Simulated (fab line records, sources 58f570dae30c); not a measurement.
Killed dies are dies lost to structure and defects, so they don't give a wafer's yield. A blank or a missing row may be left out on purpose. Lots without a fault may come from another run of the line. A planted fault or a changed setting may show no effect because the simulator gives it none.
One fault seen from 2 desks | flow berkeley_cmos170 | each desk has only its own numbers; what lay behind them comes last

THE METROLOGY DESK
What the gauges read, lot by lot, whatever tool the lot ran on: means of the sampled wafers that have a number. A lot is out of limits, marked OUT, if its mean lies more than 4 standard deviations from the usual mean; the brackets give that distance.
Columns: A = PWELL_OXIDE_THK at UCB170_PWELL_THK_MEAS_03, usual 26.4 nm; B = PWELL_NITRIDE_THK at UCB170_PWELL_THK_MEAS_06, usual 220.0 nm; C = PWELL_OVL at UCB170_PWELL_OVL_MEAS_13, usual 1 nm; D = PWELL_TW at UCB170_PWELL_TW_MEAS_17, usual 377.7
lot  | first seen here | A    | B     | C  | D
L905 | day 3 08:38     | 26.6 | 219.5 | 1  | 375.8
L914 | day 5 00:33     | 26.4 | 218.4 | -3 | 379.5
L915 | day 5 11:21     | 26.6 | 219.7 | 5  | 377.4
L924 | day 7 10:18     | 27.0 | 216.3 | -6 | 375.0
L927 | day 8 00:49     | 25.6 | 221.5 | 0  | 375.0
L926 | day 8 00:50     | 26.7 | 219.9 | -2 | 380.9
This desk's finding: nothing out of limits on any of the 6 lots.

THE TOOL OWNER'S DESK: rie_diel-04
The tool's own readings at UCB170_PWELL_ETCH_14 (etches Si3N4 in CH3F/Ar/O2, stops on SiO2, target depth 242 nm, time 151 s): means of the sampled wafers that have a number, for each lot that ran on this tool. A lot is out of limits, marked OUT, if its mean lies more than 4 standard deviations from the usual mean; the brackets give that distance.
Columns: A = drypump_motor_current_A at UCB170_PWELL_ETCH_14, usual 5.9 A; B = oes_product_au at UCB170_PWELL_ETCH_14, usual 0.941 a.u.; C = throttle_valve_pct at UCB170_PWELL_ETCH_14, usual 8.04 %
lot  | first seen here | A   | B     | C
L914 | day 5 09:54     | 5.7 | 0.919 | 7.97
L915 | day 5 20:45     | 5.7 | 0.921 | 7.97
L927 | day 8 12:07     | 5.7 | 0.945 | 7.97
This desk's finding: nothing out of limits on any of the 3 lots.

PUT TOGETHER
The metrology desk saw nothing out of limits.
The tool owner's desk saw nothing out of limits.

WHAT THE SIMULATOR HAD PUT IN
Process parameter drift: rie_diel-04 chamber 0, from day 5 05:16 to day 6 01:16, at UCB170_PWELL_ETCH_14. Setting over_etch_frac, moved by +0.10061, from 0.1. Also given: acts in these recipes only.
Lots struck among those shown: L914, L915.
